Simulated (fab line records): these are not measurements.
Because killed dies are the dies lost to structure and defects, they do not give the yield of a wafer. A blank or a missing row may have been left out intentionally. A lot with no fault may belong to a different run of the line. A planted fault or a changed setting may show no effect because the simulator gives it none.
Comparing a struck lot with a sound one    flow berkeley-cmos170    14 steps out of a route of 331
Sound: these wafers, L313.1, L313.4, L313.6. Struck: wafers L324.1, L324.3, L324.4. The cause is given at the end.
Order at every step that has rows: each side's tool, ch and its chambers, its first start. Under that, the readings that differ: sound wafers    struck wafers    difference of the means    sigmas: that difference in standard deviations of wafers without a fault.
alike: words and numbers the same on both sides, and readings whose means are apart by under 2 such deviations; not compared: readings that were withheld, readings missing a value for some wafer, numbers with overlapping values and no deviation given by the record, and bounds like >300 which may hide the same value.
A row with sigmas, a row that says differs or no value, or rows on one side alone: a step with any of these is where the two part. Non-overlapping numbers with no deviation appear without sigmas and do not part them. A reading missing from all wafers of one side parts the sides only when that side holds two or more wafers.

first, 5 steps without rows for these wafers: UCB170_NWELL_WET_ETCH_18 (etches Si3N4 in H3PO4, time 14400 s); UCB170_NWELL_WET_ETCH_19 (etches SiO2 in BOE, time 22 s); UCB170_PWELL_CLEAN_00 (cleans in SPM, time 600 s); UCB170_PWELL_CLEAN_01 (cleans in dHF, time 60 s); UCB170_PWELL_OXIDATION_02 (target thk 26.4 nm, ox time 1260 s).
UCB170_PWELL_THK_MEAS_03:
  sound: film-metro-01 at day 3 12:22; struck: film-metro-01 at day 6 00:43
  alike: PWELL_OXIDE_THK
then, 2 steps without rows for these wafers: UCB170_PWELL_ANNEAL_04 (time 900 s); UCB170_PWELL_CVD_05 (deposits Si3N4 from SiH2Cl2/NH3, target thk 220 nm, time 3300 s).
UCB170_PWELL_THK_MEAS_06:
  sound: film-metro-03 at day 3 17:16; struck: film-metro-01 at day 6 10:20
  alike: PWELL_NITRIDE_THK
then, 3 steps without rows for these wafers: UCB170_PWELL_HMDS_07 (prime time 60 s); UCB170_PWELL_COAT_08 (resist thk 900 nm); UCB170_PWELL_SOFTBAKE_09 (time 60 s).
UCB170_PWELL_EXPOSE_10: exposes mask PWELL, target cd 3000 nm.
  sound on krf-scanner-02 ch 0, day 3 18:20; struck on krf-scanner-01, day 6 11:07
  no value came back on the struck wafers for exposure-dose-mJ-cm2, focus-offset-nm (nm); on the sound wafers exposure-dose-mJ-cm2 reads 18.829 18.846 18.796
  alike: mask
then, 1 step without rows for these wafers: UCB170_PWELL_PEB_11.

## WHERE THEY PART
At UCB170_PWELL_EXPOSE_10 and nowhere else, as far as this record goes.

WHY: what had been put in by the simulator
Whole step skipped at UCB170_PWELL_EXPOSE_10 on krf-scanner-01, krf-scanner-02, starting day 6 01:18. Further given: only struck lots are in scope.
